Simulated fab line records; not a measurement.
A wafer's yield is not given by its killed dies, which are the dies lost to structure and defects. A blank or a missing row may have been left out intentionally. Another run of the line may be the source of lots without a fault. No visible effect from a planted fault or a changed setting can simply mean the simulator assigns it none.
A lot that was struck, set against a sound lot    flow rit-cmos    14 out of 202 route steps
Sound: wafers L151.1, L151.4, L151.5. Wafers L143.1, L143.2, L143.5 were the ones struck. The cause is named last.
At each step with rows: each side's tool, then ch and its chambers, then its first start. Under that, the readings that differ: sound wafers    struck wafers    difference of the means    sigmas: that difference in standard deviations of wafers without a fault.
alike: a reading whose means differ by less than 2 such deviations, as well as words and numbers matching on both sides. not compared: withheld readings; readings where some wafer has no value; bounds like >300 that might hide an equal value; numbers whose values overlap and for which the record gives no deviation.
Wherever a step has rows on one side only, a row that says differs or no value, or a row with sigmas, the two part there. Non-overlapping numbers with no deviation appear without sigmas and do not part them. A reading missing from all wafers of one side parts the sides only when that side holds two or more wafers.

first, 3 steps without rows for these wafers: RIT_GATE_CLEAN_02 (cleans in dHF, time 30 s); RIT_GATE_CLEAN_03 (cleans in SC2, time 600 s); RIT_GATE_CLEAN_04 (cleans in dHF, time 60 s).
RIT_FOX2_THK_MEAS_91:
  sound: film-metro-03 at day 6 21:56; struck: film-metro-03 at day 5 05:59
  alike: FIELD_OXIDE_LEFT_2_THK
then, 2 steps without rows for these wafers: RIT_GATE_OXIDATION_05 (target thk 3 nm, ox time 270 s); RIT_GATE_ANNEAL_06 (time 600 s).
RIT_GATE_THK_MEAS_07:
  sound: film-metro-04 at day 6 23:19; struck: film-metro-02 at day 5 08:15
  alike: GATE_OXIDE_THK
then, 1 step without rows for these wafers: RIT_GATE_CVD_08 (deposits poly-Si from SiH4, target thk 250 nm, time 2220 s).
RIT_GATE_THK_MEAS_09:
  sound: film-metro-04 at day 7 01:09; struck: film-metro-03 at day 5 10:55
  alike: GATE_POLY_THK
then, 3 steps without rows for these wafers: RIT_GATE_HMDS_10 (prime time 60 s); RIT_GATE_COAT_11 (resist thk 850 nm); RIT_GATE_SOFTBAKE_12 (time 60 s).
RIT_GATE_EXPOSE_13: exposes mask M6, target cd 150 nm.
  struck on iline-stepper-02, day 5 11:26; sound on iline-stepper-02 ch 0, day 7 01:47
  no value came back on the struck wafers for exposure-dose-mJ-cm2, focus-offset-nm (nm), reticle-temp-C (C); on the sound wafers exposure-dose-mJ-cm2 reads 380.2 379.6 379.9
  alike: mask
next, for these wafers, 1 step has no rows: RIT_GATE_PEB_14.

## WHERE THEY PART
Only at RIT_GATE_EXPOSE_13, within this record.

WHY: what had been put in by the simulator
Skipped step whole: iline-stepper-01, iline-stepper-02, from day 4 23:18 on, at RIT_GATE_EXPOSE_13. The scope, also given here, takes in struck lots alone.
